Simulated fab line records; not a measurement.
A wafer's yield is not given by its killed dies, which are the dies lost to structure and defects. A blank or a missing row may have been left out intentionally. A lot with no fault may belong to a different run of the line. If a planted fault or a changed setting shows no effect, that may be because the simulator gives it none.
Code-filled problem report in 8D (eight disciplines) form    flow rit cmos    the parts of the form that need people (team, actions taken, sign-off) are left out

1. THE PROBLEM
Across 6 wafers from 2 lots, PLDD_RS at RIT_SDANNEAL_RS_MEAS_06 averages 181.9 ohm/sq, while fault-free wafers read 178.6 ohm/sq with a standard deviation of 0.51. That is +6.5 standard deviations from the usual mean.
The step: measures by four-point-probe.
Seen first at day 5 11:57 on film metro-01, wafer L902.1. Wafers with a number at this step in the record: 42, from 14 lots. Rule for "out", or "out of limits": more than 4 standard deviations from the usual mean. The rest of the wafers with a number are treated as sound.

2. WHAT IT IS, AND WHAT IT ISN'T
question                     is                            is not
which readings at this step  PLDD_RS                       -
which lots                   L902, L905                    L892, L893, L894, L895, L896, L897, L898, L899, L901, L903, L907, L910
which wafers of those lots   all that have a number        -
read on which gauges         film metro-01, film metro-02  film metro-04
when                         from day 5 11:57              up to then (27 sound wafers); but 9 sound wafers of L903, L907, L910 came after

3. WHAT RULES OUT EACH SUSPECT
Counting: any tool at a process step up to the reading is kept as a suspect provided that every lot that is out went through it and no sound lot did after the first of them.
- the gauge at RIT_SDANNEAL_RS_MEAS_06 has been ruled out. 2 gauges (film metro-01, film metro-02) read the wafers that are out.
- implanter-03 at RIT_PLDD_IMPLANT_08: kept. Every lot that is out went through it, starting with L902 (day 5 05:25), and after that it ran no sound lot; the last sound lot it ran before then is L901 (day 5 02:28). Out on those wafers are its own readings of beam energy keV.
The count leaves implanter-03 at RIT_PLDD_IMPLANT_08.

4. THE CAUSE (what the simulator had put in)
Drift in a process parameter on implanter-03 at RIT_PLDD_IMPLANT_08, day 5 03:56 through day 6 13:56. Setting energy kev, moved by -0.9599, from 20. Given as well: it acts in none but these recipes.
Only this tool survived the counting.

5. THE CHAIN OF EFFECTS, in route order
Each row: a reading whose mean over the struck wafers that have a number lies more than 3 standard deviations from the usual. Only readings for which the record gives a usual standard deviation are gone through. hours: the time from each lot's start at the first step in this table that gives one to its start at this step, as a median over the lots. sigmas: the change in usual standard deviations.
hours  step                     reading          usual         on struck wafers  change  sigmas
0      RIT_PLDD_IMPLANT_08      beam energy keV  20.000        19.040            -0.960  -99 or more
7      RIT_SDANNEAL_RS_MEAS_06  PLDD_RS          178.6 ohm/sq  181.9             +3.3    +6.5
Its process steps:
- RIT_PLDD_IMPLANT_08

6. HOW IT WOULD HAVE BEEN CAUGHT EARLIER
The first out-of-limits reading at a measuring or inspecting step in this record came at day 5 11:57, 8 hours after the fault's start at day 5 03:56.
The tool's own readings at RIT_PLDD_IMPLANT_08 were out on every struck wafer that the step has a row for (beam energy keV): an alarm limit on them would have fired on the first of those.
Of the lots that are out (2), L905 began RIT_PLDD_IMPLANT_08 on implanter-03 after day 5 11:57. A tool hold placed at that time would have kept it from harm.
